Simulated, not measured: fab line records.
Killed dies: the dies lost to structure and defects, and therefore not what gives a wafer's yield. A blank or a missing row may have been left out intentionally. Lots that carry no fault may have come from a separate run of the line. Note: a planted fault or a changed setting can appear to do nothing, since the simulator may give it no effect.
Which tool did it? -- flow berkeley_cmos170 -- Sampling: 14 lots, 40 wafers, 3 of 331 route steps

## WHAT THE GAUGES READ, wafer by wafer
UCB170_M2_THK_MEAS_03: measures by xrf. Usual: M2_AL_THK typically reads 902 nm, with standard deviation 8.7.
lot,measured,on,M2_AL_THK (nm),flag
L666,day 7 07:58,film_metro-04,904 909 908,
L667,day 7 15:43,film_metro-04,893 903 892,
L670,day 8 01:01,film_metro-03,906 890 908,
L671,day 8 21:44,film_metro-02,901 892 901,
L673,day 9 03:52,film_metro-03,891 898 904,
L674,day 9 09:52,film_metro-02,893 903 882,
L675,day 9 09:41,film_metro-04,917 903 905,
L677,day 9 10:07,film_metro-02,914 900 894,
L679,day 10 06:43,film_metro-04,907 914,
L680,day 11 06:19,film_metro-02,911 917 921,
L681,day 11 06:49,film_metro-02,900 900,
L687,day 11 23:25,film_metro-04,907 916 909,
L688,day 12 05:29,film_metro-03,905 908 896,
L689,day 12 08:29,film_metro-03,903 909 908,

UCB170_V2_THK_MEAS_01. Usual: V2_TEOS_THK typically reads 2010 nm, with standard deviation 34.
lot,measured,on,V2_TEOS_THK (nm),flag
L666,day 7 11:26,film_metro-03,2027 2009 2035,
L667,day 7 18:44,film_metro-03,1999 1987 2026,
L670,day 8 05:10,film_metro-01,1985 1961 2007,
L671,day 9 00:31,film_metro-03,2007 1967 2007,
L673,day 9 07:00,film_metro-03,1967 1977 2017,
L674,day 9 13:08,film_metro-01,2043 2039 2050,
L675,day 9 12:24,film_metro-03,2039 2041 2078,
L677,day 9 13:31,film_metro-03,2010 2018 2049,
L679,day 10 11:00,film_metro-04,2013 2009,
L680,day 11 08:53,film_metro-01,2014 1997 2052,
L681,day 11 11:49,film_metro-01,1939 2040,
L687,day 12 03:52,film_metro-01,1980 2027 2051,
L688,day 12 09:44,film_metro-03,1979 2027 2047,
L689,day 12 12:20,film_metro-03,1993 2016 2045,

## TOOL THAT RAN EACH LOT (tool first, then ch and the chambers of the sampled wafers, then the start)
lot,UCB170_ZERO_STRIP_07
L666,"plasma_asher-04 ch 0,1, day 1 19:26"
L667,"plasma_asher-04 ch 0,1, day 1 22:49"
L670,"plasma_asher-03 ch 0,1, day 2 14:16"
L671,"plasma_asher-02 ch 0,1, day 2 18:55"
L673,"plasma_asher-02 ch 0,1, day 3 06:18"
L674,"plasma_asher-02 ch 0,1, day 3 11:12"
L675,"plasma_asher-02 ch 0,1, day 3 20:58"
L677,"plasma_asher-03 ch 0,1, day 4 00:52"
L679,"plasma_asher-02 ch 0,1, day 4 12:22"
L680,"plasma_asher-04 ch 0,1, day 4 19:04"
L681,"plasma_asher-02 ch 0,1, day 5 02:14"
L687,"plasma_asher-04 ch 0,1, day 6 02:43"
L688,"plasma_asher-04 ch 0,1, day 6 10:08"
L689,"plasma_asher-04 ch 0,1, day 6 15:08"
- UCB170_ZERO_STRIP_07: strips in O2.

## WHAT THE TOOLS THEMSELVES READ (means of the sampled wafers that have a number; where no wafer has one, the mark that the record gives instead)
UCB170_ZERO_STRIP_07. Usual: chamber_pressure_mTorr 3500.1 mTorr, standard deviation 3; drypump_motor_current_A 5.6 A, standard deviation 0.67; o2_flow_sccm 399.9 sccm, standard deviation 1.1; oes_product_au 0.727 a.u., standard deviation 0.004; strip_time_to_endpoint_s 21.49 s, standard deviation 0.072.
lot,tool,chamber_pressure_mTorr (mTorr),drypump_motor_current_A (A),o2_flow_sccm (sccm),oes_product_au (a.u.),strip_time_to_endpoint_s (s),flag
L666,plasma_asher-04,3502.0,5.3,400.0,0.729,21.61,
L667,plasma_asher-04,3499.4,5.3,400.3,0.730,21.62,
L670,plasma_asher-03,3499.8,6.2,399.8,0.728,21.51,
L671,plasma_asher-02,3501.6,5.3,400.9,0.726,21.49,
L673,plasma_asher-02,3498.3,5.3,399.2,0.725,21.38,
L674,plasma_asher-02,3501.4,5.3,400.3,0.725,21.39,
L675,plasma_asher-02,3497.5,5.3,400.1,0.725,21.53,
L677,plasma_asher-03,3501.4,6.2,400.2,0.727,21.54,
L679,plasma_asher-02,3502.1,5.6,400.3,0.729,21.46,
L680,plasma_asher-04,3498.6,5.3,401.0,0.729,21.47,
L681,plasma_asher-02,3501.3,5.6,400.1,0.728,21.44,
L687,plasma_asher-04,3500.8,5.3,399.9,0.723,21.54,
L688,plasma_asher-04,3502.8,5.2,398.8,0.728,21.54,
L689,plasma_asher-04,3500.0,5.2,400.6,0.727,21.46,

## THE ANSWER, worked out from the rows above alone
Rule: a lot is off if the mean of its wafers that have a number lies more than 3 standard deviations from the usual mean. A lot without any number at a reading at which 4 lots or more have one is off too. Any other lot the step has rows for is counted as sound. Order of review: gauges by route order, followed by the tools' own readings, for which a lot's mean as printed above is used. The first step at which some lot is off is used, and at that step the reading that is off furthest; a lot without a number counts as furthest.
No lot is off at any reading shown: from this, nothing can be told.

## WHAT THE SIMULATOR HAD PUT IN
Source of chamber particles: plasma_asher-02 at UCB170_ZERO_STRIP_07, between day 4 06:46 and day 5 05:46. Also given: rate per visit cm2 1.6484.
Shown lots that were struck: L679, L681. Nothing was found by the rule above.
